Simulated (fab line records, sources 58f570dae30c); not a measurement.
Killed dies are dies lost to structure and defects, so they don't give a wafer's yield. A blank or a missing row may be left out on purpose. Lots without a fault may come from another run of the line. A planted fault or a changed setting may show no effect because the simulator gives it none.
fab line records | flow berkeley_cmos170
record lots=5 wafers=23
route steps=331 shown M2@278 V2@301 M3@327
start_h: hours from the record's first day to the start of the lot's first wafer shown | wait_h: hours since the lot's step before | " the same as in the row above | L1.1+2: a row that stands for several wafers | - no value, or no start given | * or withheld: withheld | < > ~ a bound
route shown NAME@n: a module of which the file shows steps, and the number in the route of the first | usual: mean/standard deviation of fault-free wafers | same: alike in all rows | chamber/n: place in a boat | sites: the reading at each site | _std_site: their standard deviation | _edge_site: outer sites' mean less inner sites' | radius_mm: how far each site lies from the wafer's centre | mask NAME#n: copy n | behind: the tool/chamber that last shaped the wafer | hold: why the lot was held/for how many hours/how that ended | device: the transistor (n, p or np) that didn't switch | end of line: the same wafers' tests at the end of the route | a step without rows: its recipe alone | killed: dies lost to structure and defects at the first sort, not the wafer's yield | map: a wafer's dies, x killed, . not, _ none there
set.NAME: the setting as run; set.NAME@STEP: as run at that earlier step | model.NAME: the simulator's own value behind a step, which no gauge read
lots whose settings were changed on purpose; a table a step, a row a wafer
## steps
# step UCB170_M2_STRIP_07
# recipe chemistry=O2 power_w=400 pressure_mtorr=3500 platen_temp_c=withheld o2_flow_sccm=400 overash_fraction=0.5
# usual strip_time_to_endpoint_s=21.93/0.062
# columns lot.wafer tool chamber start_h wait_h set.o2_flow_sccm strip_time_to_endpoint_s
L075.1 plasma_asher-03 1 162.12 0.1 367.1 22.08
L075.2 " 0 " " 400 21.81
L075.3 " 0 " " 367.1 22.08
L075.4 " 1 " " 400 21.82
L075.5 " 0 " " 367.1 22.11
L079.1 plasma_asher-02 1 190.47 0.1 400 22.00
L079.2 " 0 " " 400 22.02
L079.3 " 0 " " 400 22.04
L079.4 " 1 " " 400 22.02
L079.5 " 1 " " 400 22.04
L080.2 plasma_asher-04 0 190.77 0.1 400 21.87
L080.3 " 0 " " 400 21.86
L080.4 " 1 " " 454 21.50
L080.5 " 0 " " 454 21.53
L080.6 " 1 " " 454 21.51
L082.2 plasma_asher-02 0 199.02 0.1 400 21.98
L082.4 " 1 " " 400 21.98
L082.6 " 0 " " 400 21.96
L085.2 plasma_asher-04 1 229.76 0.1 450.5 21.57
L085.3 " 0 " " 400 22.00
L085.4 " 1 " " 400 21.93
L085.5 " 1 " " 400 21.98
L085.6 " 0 " " 450.5 21.64
# step UCB170_V2_EXPOSE_09
# recipe mask_id=VIA2 target_cd_nm=700 na=0.5 sigma_outer=0.6 source_shape=conventional dose_mj=37
# columns lot.wafer tool chamber start_h wait_h mask set.dose_mj
L075.1+2+5 krf_scanner-02 0 165.48 0.1 VIA2#0 37
L075.3+4 " 0 " " VIA2#0 34.71
L079.1+3 krf_scanner-01 0 194.13 0.2 VIA2#0 37
L079.2+4+5 " 0 " " VIA2#0 39.3
L080.2+3+4+5+6 krf_scanner-01 0 194.55 0.1 VIA2#0 37
L082.2+4+6 krf_scanner-01 0 202.60 0.2 VIA2#0 37
L085.2+4 krf_scanner-01 0 234.78 0.2 VIA2#0 34.36
L085.3+5+6 " 0 " " VIA2#0 37
# step UCB170_V2_DEVELOP_11
# recipe developer=TMAH develop_time_s=45 resist=KrF dev_temp_c=21
# columns lot.wafer tool chamber start_h wait_h set.dev_temp_c
L075.1+2+3 litho_track-04 0 - - 23.55
L075.4+5 " 0 " " 21
L079.1+2+3+4+5 litho_track-04 0 - - 21
L080.2+3+5 litho_track-03 0 - - 18.04
L080.4+6 " 0 " " 21
L082.2+4+6 litho_track-03 0 - - 21
L085.2+3+6 litho_track-01 0 - - 21
L085.4+5 " 0 " " 22.52
# step UCB170_V2_CD_MEAS_12
# recipe target_cd_nm=700
# usual cd_nm=699.8/1.5
# columns lot.wafer tool chamber start_h wait_h set.dose_mj@V2_EXPOSE_09 cd_nm
L075.1 cd_sem-01 - 166.00 - 37 699.4
L075.2 " - " " 37 699.6
L075.3 " - " " 34.71 690.1
L075.4 " - " " 34.71 689.9
L075.5 " - " " 37 700.6
L079.1 cd_sem-01 - 194.68 - 37 699.2
L079.2 " - " " 39.3 710.1
L079.3 " - " " 37 700.5
L079.4 " - " " 39.3 710.6
L079.5 " - " " 39.3 709.7
L080.2 cd_sem-01 - 194.97 - 37 700.4
L080.3 " - " " 37 700.3
L080.4 " - " " 37 701.0
L080.5 " - " " 37 699.8
L080.6 " - " " 37 699.7
L082.2 cd_sem-02 - 202.99 - 37 701.5
L082.4 " - " " 37 701.0
L082.6 " - " " 37 700.2
L085.2 cd_sem-02 - 235.52 - 34.36 687.4
L085.3 " - " " 37 702.1
L085.4 " - " " 34.36 687.7
L085.5 " - " " 37 702.0
L085.6 " - " " 37 700.9
# step UCB170_V2_ETCH_14
# recipe chemistry=CHF3/CF4/Ar target=SiO2 stop_on=Al CHF3_flow_sccm=45 cf4_flow_sccm=15 Ar_flow_sccm=150 pressure_mtorr=200 rf_w=700 target_depth_a=12500 over_etch_frac=0.25 time_s=291
# columns lot.wafer tool chamber start_h wait_h set.dose_mj@V2_EXPOSE_09 model.V2.cd_nm
L075.1 rie_diel-03 0 166.16 0.0 37 698
L075.2 " 2 " " 37 699.1
L075.3 " 1 " " 34.71 689.4
L075.4 " 3 " " 34.71 689.5
L075.5 " 0 " " 37 699.5
L079.1 rie_diel-04 2 194.83 0.0 37 699.5
L079.2 " 1 " " 39.3 711.4
L079.3 " 3 " " 37 700.3
L079.4 " 0 " " 39.3 711.3
L079.5 " 3 " " 39.3 709.6
L080.2 rie_diel-02 2 195.11 0.0 37 700.4
L080.3 " 0 " " 37 700.5
L080.4 " 0 " " 37 701.4
L080.5 " 2 " " 37 700.1
L080.6 " 3 " " 37 699.9
L082.2 rie_diel-04 0 203.12 0.0 37 701.8
L082.4 " 3 " " 37 700.8
L082.6 " 3 " " 37 699.5
L085.2 rie_diel-02 1 235.65 0.0 34.36 686.8
L085.3 " 3 " " 37 702
L085.4 " 2 " " 34.36 687.6
L085.5 " 1 " " 37 701.4
L085.6 " 2 " " 37 700.6
# step UCB170_V2_STRIP_15
# recipe chemistry=O2 power_w=400 pressure_mtorr=3500 platen_temp_c=withheld o2_flow_sccm=400 overash_fraction=0.5
# step UCB170_V2_CD_MEAS_90
# recipe target_cd_nm=700
# usual cd_nm=699.9/1.5
# columns lot.wafer tool chamber start_h wait_h set.dose_mj@V2_EXPOSE_09 cd_nm
L075.1 cd_sem-01 - 166.72 0.4 37 698.0
L075.2 " - " " 37 699.0
L075.3 " - " " 34.71 689.3
L075.4 " - " " 34.71 689.7
L075.5 " - " " 37 699.6
L079.1 cd_sem-02 - 195.11 0.1 37 699.6
L079.2 " - " " 39.3 711.2
L079.3 " - " " 37 700.4
L079.4 " - " " 39.3 711.3
L079.5 " - " " 39.3 709.5
L080.2 cd_sem-02 - 195.41 0.1 37 700.0
L080.3 " - " " 37 700.6
L080.4 " - " " 37 701.6
L080.5 " - " " 37 700.4
L080.6 " - " " 37 699.6
L082.2 cd_sem-01 - 203.42 0.1 37 701.9
L082.4 " - " " 37 700.8
L082.6 " - " " 37 699.7
L085.2 cd_sem-01 - 235.95 0.1 34.36 687.1
L085.3 " - " " 37 702.3
L085.4 " - " " 34.36 687.5
L085.5 " - " " 37 701.2
L085.6 " - " " 37 700.4
# step UCB170_M3_METAL_ETCH_18
# recipe chemistry=Cl2/BCl3 target=Al stop_on=SiO2 pressure_mtorr=12 target_depth_a=11700 over_etch_frac=0.3 time_s=195 icp_w=600 bias_w=120 Cl2_flow_sccm=90 bcl3_flow_sccm=45
# usual oes_product_au=0.849/0.0065
# columns lot.wafer tool chamber start_h wait_h set.over_etch_frac oes_product_au
L075.1 rie_metal-02 1 171.16 - 0.3733 0.824
L075.2 " 0 " " 0.3 0.843
L075.3 " 0 " " 0.3733 0.822
L075.4 " 1 " " 0.3 0.842
L075.5 " 0 " " 0.3 0.855
L079.1 rie_metal-04 1 197.70 - 0.3 0.851
L079.2 " 0 " " 0.2381 0.872
L079.3 " 0 " " 0.3 0.851
L079.4 " 1 " " 0.3 0.860
L079.5 " 1 " " 0.2381 0.882
L080.2 rie_metal-02 1 198.23 - 0.3 0.847
L080.3 " 0 " " 0.3 0.855
L080.4 " 1 " " 0.3 0.849
L080.5 " 0 " " 0.3 0.846
L080.6 " 1 " " 0.3 0.851
L082.2 rie_metal-02 1 207.13 - 0.3 0.852
L082.4 " 1 " " 0.3 0.852
L082.6 " 1 " " 0.3 0.856
L085.2 rie_metal-04 0 238.17 - 0.2637 0.863
L085.3 " 1 " " 0.3 0.852
L085.4 " 0 " " 0.3 0.861
L085.5 " 0 " " 0.2637 0.863
L085.6 " 1 " " 0.2637 0.865
## key
split step=UCB170_M2_STRIP_07 setting=o2_flow_sccm stated=400 by=wafer
response step=UCB170_M2_STRIP_07 reading=strip_time_to_endpoint_s change=* per=1% r=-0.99
split step=UCB170_V2_EXPOSE_09 setting=dose_mj stated=37 by=wafer
response step=UCB170_V2_CD_MEAS_12 reading=cd_nm change=+1.77 per=1% r=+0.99
response step=UCB170_V2_ETCH_14 reading=model.V2.cd_nm change=+1.77 per=1% r=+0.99
response step=UCB170_V2_CD_MEAS_90 reading=cd_nm change=+1.75 per=1% r=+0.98
split step=UCB170_V2_DEVELOP_11 setting=dev_temp_c stated=21 by=wafer
response none clear
split step=UCB170_M3_METAL_ETCH_18 setting=over_etch_frac stated=0.3 by=wafer
response step=UCB170_M3_METAL_ETCH_18 reading=oes_product_au change=-0.00097 per=1% r=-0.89
